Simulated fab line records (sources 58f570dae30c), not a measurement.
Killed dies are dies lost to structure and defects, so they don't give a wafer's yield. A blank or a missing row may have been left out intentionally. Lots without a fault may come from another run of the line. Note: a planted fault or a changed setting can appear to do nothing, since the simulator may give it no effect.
2 desks looking at one fault | flow berkeley cmos170 | every desk sees just its own numbers, and what lay behind them comes last

FOR THE TOOL OWNER'S DESK: litho track-02
The tool's own readings at UCB170_GATE_SOFTBAKE_08 (time 60 s): means of the sampled wafers that have a number, for each lot that ran on this tool. If a lot's mean is further than 4 standard deviations from the usual mean, the lot is out of limits and carries the mark OUT (the distance appears in the brackets).
Columns: A = heater power total W at UCB170_GATE_SOFTBAKE_08, usual 56.79 W; B = plate temp C at UCB170_GATE_SOFTBAKE_08, usual 129.99 C
lot  | first seen here | A                       | B
L258 | day 7 02:00     | 56.85                   | 129.87
L264 | day 8 09:00     | 56.74                   | 129.98
L266 | day 8 16:00     | 56.75                   | 129.98
L268 | day 9 00:00     | 51.63 (-99 or more) OUT | 120.77 (-61) OUT
L272 | day 10 09:00    | 51.63 (-99 or more) OUT | 120.80 (-61) OUT
This desk finds L268, L272 out of limits, L268 being first, at day 9 00:00 (heater power total W at UCB170_GATE_SOFTBAKE_08). Within limits: L258, L264, L266.

THE METROLOGY DESK
Means of the sampled wafers that have a number, per lot and without regard to the tool the lot ran on: this is what the gauges read. If a lot's mean is further than 4 standard deviations from the usual mean, the lot is out of limits and carries the mark OUT (the distance appears in the brackets).
Columns: A = FIELD_OXIDE_LEFT_1_THK at UCB170_FIELD_THK_MEAS_90, usual 440 nm; B = cd nm at UCB170_GATE_CD_MEAS_12, usual 350.1 nm; C = cd nm at UCB170_PLDD_CD_MEAS_06, usual 1200.5 nm
lot  | first seen here | A   | B               | C
L253 | day 4 22:31     | 442 | 347.3           | 1198.7
L254 | day 4 22:32     | 443 | 351.0           | 1199.4
L256 | day 5 12:08     | 446 | 349.1           | 1201.9
L258 | day 5 19:53     | 445 | 349.8           | 1200.6
L261 | day 6 16:22     | 438 | 351.1           | 1198.6
L262 | day 7 05:46     | 452 | 349.5           | 1199.0
L264 | day 7 05:46     | 439 | 351.2           | 1199.7
L265 | day 7 14:48     | 429 | 349.6           | 1201.2
L266 | day 7 14:48     | 447 | 352.4           | 1201.3
L267 | day 8 00:26     | 448 | 350.1           | 1200.1
L269 | day 8 00:26     | 428 | 350.8           | 1201.4
L268 | day 8 00:29     | 426 | 370.0 (+13) OUT | 1203.7
L272 | day 9 04:32     | 445 | 369.1 (+13) OUT | 1200.9
L274 | day 9 08:10     | 448 | 351.5           | 1202.5
This desk finds L268, L272 out of limits, L268 being first, at day 9 01:30 (cd nm at UCB170_GATE_CD_MEAS_12). Within limits: L253, L254, L256, L258, L261, L262, L264, L265, L266, L267, L269, L274.

ALL TOGETHER
An alarm could have come from the tool owner's desk at day 9 00:00, on L268, L272.
Metrology desk: alarm possible at day 9 01:30 on L268, L272.
Of the lots named, all ran UCB170_GATE_SOFTBAKE_08 on litho track-02.

WHAT THE SIMULATOR HAD PUT IN
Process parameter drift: litho track-02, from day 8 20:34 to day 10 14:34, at UCB170_GATE_SOFTBAKE_08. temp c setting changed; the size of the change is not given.
Shown lots that were struck: L268, L272.
Counting hours from when the fault started, the first reading out of limits came at 3 for the tool owner's desk and at 5 for the metrology desk.
